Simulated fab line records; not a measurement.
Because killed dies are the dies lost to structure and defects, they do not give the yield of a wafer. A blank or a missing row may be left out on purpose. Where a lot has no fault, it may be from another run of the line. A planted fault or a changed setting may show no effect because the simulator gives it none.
What tool caused it? | flow rit cmos | 42 wafers from 14 lots sampled at 2 of the route's 202 steps

## WHAT THE GAUGES SHOWED, per wafer
RIT_GATE_THK_MEAS_07. Usual: for GATE_OXIDE_THK the level is 2.98 nm and the standard deviation is 0.065.
lot  | measured    | on            | GATE_OXIDE_THK (nm) | flag
L524 | day 3 00:43 | film metro-02 | 3.04 2.99 2.97      |
L525 | day 3 08:02 | film metro-04 | 3.02 3.10 3.02      |
L527 | day 3 12:00 | film metro-01 | 2.90 2.89 2.94      |
L528 | day 3 21:03 | film metro-02 | 3.01 2.90 2.98      |
L529 | day 4 00:26 | film metro-04 | 3.02 2.88 2.89      |
L530 | day 4 03:58 | film metro-02 | 2.77 2.84 2.85      |
L532 | day 4 15:47 | film metro-04 | 3.07 3.09 3.07      |
L533 | day 5 03:22 | film metro-02 | 2.87 2.88 2.93      |
L534 | day 5 05:03 | film metro-04 | 3.02 2.91 2.95      |
L539 | day 6 00:40 | film metro-02 | 3.32 3.30 3.32      | OFF
L540 | day 6 09:00 | film metro-01 | 3.31 3.24 3.30      | OFF
L543 | day 6 20:07 | film metro-01 | 3.02 3.00 2.97      |
L544 | day 7 04:28 | film metro-04 | 2.96 3.00 3.01      |
L545 | day 7 09:27 | film metro-02 | 3.00 3.02 2.98      |

## TOOL THAT RAN EACH LOT (tool first, then ch and the chambers of the sampled wafers, then the start)
lot  | RIT_GATE_OXIDATION_05
L524 | furnace-03 ch 0, day 2 23:05
L525 | furnace-01 ch 0, day 3 05:22
L527 | furnace-01 ch 0, day 3 10:40
L528 | furnace-03 ch 0, day 3 19:08
L529 | furnace-01 ch 0, day 3 23:05
L530 | furnace-04 ch 0, day 4 01:19
L532 | furnace-01 ch 0, day 4 14:26
L533 | furnace-04 ch 0, day 4 22:11
L534 | furnace-03 ch 0, day 5 03:44
L539 | furnace-03 ch 0, day 5 23:19
L540 | furnace-03 ch 0, day 6 05:44
L543 | furnace-04 ch 0, day 6 18:17
L544 | furnace-01 ch 0, day 7 03:07
L545 | furnace-01 ch 0, day 7 06:12
- RIT_GATE_OXIDATION_05: target thk 3 nm, ox time 270 s.

## AS READ BY THE TOOLS THEMSELVES (means over the sampled wafers that have a number; for cases with no such wafer, the mark the record gives instead)
RIT_GATE_OXIDATION_05. Usual: spike tc centre C 903.1 C, standard deviation 1.1; spike tc load C 924 C, standard deviation 3.6; zone power source pct 26.5 %, standard deviation 0.56.
lot  | tool       | spike tc centre C (C) | spike tc load C (C) | zone power source pct (%) | flag
L524 | furnace-03 | 903.0                 | 927                 | 26.4                      |
L525 | furnace-01 | 902.4                 | 919                 | 27.3                      |
L527 | furnace-01 | 901.5                 | 919                 | 27.1                      |
L528 | furnace-03 | 903.4                 | 927                 | 26.1                      |
L529 | furnace-01 | 902.8                 | 919                 | 27.1                      |
L530 | furnace-04 | 902.7                 | 925                 | 26.5                      |
L532 | furnace-01 | 902.6                 | 920                 | 27.2                      |
L533 | furnace-04 | 903.3                 | 925                 | 26.3                      |
L534 | furnace-03 | 902.5                 | 926                 | 26.0                      |
L539 | furnace-03 | 903.1                 | 927                 | 25.8                      |
L540 | furnace-03 | 903.0                 | 926                 | 25.9                      |
L543 | furnace-04 | 903.3                 | 926                 | 26.3                      |
L544 | furnace-01 | 902.7                 | 919                 | 27.4                      |
L545 | furnace-01 | 902.6                 | 919                 | 27.3                      |

## THE ANSWER, worked out from the rows above alone
Rule: a lot is off if the mean of its wafers that have a number lies more than 3 standard deviations from the usual mean. A lot without any number at a reading at which 4 lots or more have one is off too. Any other lot the step has rows for is counted as sound. Order of review: gauges by route order, followed by the tools' own readings, for which a lot's mean as printed above is used. At the first step where some lot is off, the reading lying furthest off is the one used; lots without a number count as furthest.
Off: at RIT_GATE_THK_MEAS_07 (GATE_OXIDE_THK), L539, L540.
If a tool, at a process step before that reading, ran all the lots that are off and no sound lot after the first of them, it fits. The gauges at RIT_GATE_THK_MEAS_07 are tried like those tools. One candidate fits, namely furnace-03 at RIT_GATE_OXIDATION_05. Its last sound lot is L534 (day 5 03:44), its first lot that is off L539 (day 5 23:19): a fault that began between those two fits.

## WHAT THE SIMULATOR HAD PUT IN
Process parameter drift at RIT_GATE_OXIDATION_05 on furnace-03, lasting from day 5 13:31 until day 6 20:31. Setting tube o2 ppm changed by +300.
Struck lots among those shown: L539, L540. Same finding as the rule above.
